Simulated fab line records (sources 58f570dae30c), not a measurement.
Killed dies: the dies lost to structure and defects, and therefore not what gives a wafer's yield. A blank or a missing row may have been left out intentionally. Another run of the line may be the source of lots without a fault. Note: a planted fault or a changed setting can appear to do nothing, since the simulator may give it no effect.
One fault through the eyes of 2 desks + flow berkeley_cmos170 + each desk has only its own numbers; what lay behind them comes last

AT THE METROLOGY DESK
Lot by lot, what the gauges showed, no matter which tool ran the lot: averages of those sampled wafers that carry a number. If a lot's mean is further than 4 standard deviations from the usual mean, the lot is out of limits and carries the mark OUT (the distance appears in the brackets).
Columns: A = cd_nm at UCB170_NSD_CD_MEAS_06, usual 1200.2 nm; B = NSD_RS at UCB170_SDANNEAL_RS_MEAS_03, usual 37.24 ohm/sq; C = SILICIDE_TI_THK at UCB170_SILICIDE_THK_MEAS_03, usual 30.2 nm
| lot  | first seen here | A      | B     | C    |
|------|-----------------|--------|-------|------|
| L765 | day 8 13:52     | 1202.4 | 37.26 | 29.9 |
| L766 | day 8 14:09     | 1199.6 | 37.14 | 30.0 |
| L767 | day 8 17:23     | 1199.4 | 37.21 | 30.4 |
| L770 | day 9 00:51     | 1199.5 | 37.15 | 30.1 |
| L771 | day 9 16:13     | 1200.6 | 37.16 | 29.9 |
| L773 | day 9 18:12     | 1198.8 | 37.37 | 30.9 |
| L776 | day 10 05:47    | 1200.1 | 37.25 | 29.8 |
| L775 | day 10 06:02    | 1200.2 | 37.22 | 30.5 |
| L777 | day 10 17:11    | 1199.8 | 37.38 | 30.5 |
| L778 | day 10 17:29    | 1198.7 | 37.13 | 30.1 |
| L779 | day 10 17:47    | 1201.7 | -     | 30.3 |
| L782 | day 10 20:59    | 1199.0 | 37.19 | 30.2 |
| L780 | day 11 03:42    | 1199.5 | -     | 30.1 |
| L786 | day 12 11:01    | 1200.5 | 37.33 | 30.6 |
This desk's finding: nothing out of limits on any of the 14 lots.

FOR THE TOOL OWNER'S DESK: implanter-04
For each lot that ran on this tool, the mean over its sampled wafers that have a number, from the tool's own readings at UCB170_NSD_IMPLANT_08. If a lot's mean is further than 4 standard deviations from the usual mean, the lot is out of limits and carries the mark OUT (the distance appears in the brackets).
Columns: A = dose_ions_cm2 at UCB170_NSD_IMPLANT_08, usual 3e+15; B = tilt_deg at UCB170_NSD_IMPLANT_08, usual 6.998 degrees
| lot  | first seen here | A     | B                       |
|------|-----------------|-------|-------------------------|
| L773 | day 9 18:22     | 3e+15 | 6.996                   |
| L776 | day 10 05:56    | 3e+15 | 6.992                   |
| L775 | day 10 06:11    | 3e+15 | 7.005                   |
| L779 | day 10 17:57    | 3e+15 | 3.997 (-99 or more) OUT |
| L780 | day 11 03:51    | 3e+15 | 3.970 (-99 or more) OUT |
Finding of this desk: L779, L780 out of limits; the first was L779 at day 10 17:57, on tilt_deg at UCB170_NSD_IMPLANT_08. In limits: L773, L776, L775.

ALL TOGETHER
The tool owner's desk could have raised an alarm at day 10 17:57, on L779, L780.
The metrology desk saw nothing out of limits.
The metrology desk holds a record of L779, L780, inside its limits.
UCB170_NSD_IMPLANT_08 was run on implanter-04 by each of the lots named.

WHAT WAS PUT IN BY THE SIMULATOR
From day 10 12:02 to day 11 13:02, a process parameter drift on implanter-04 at UCB170_NSD_IMPLANT_08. A move of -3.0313 in setting tilt_deg, from 7. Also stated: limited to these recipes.
Struck lots among those shown: L779, L780.
Hours from the fault's start to each desk's first reading out of limits: the tool owner's desk, 6.
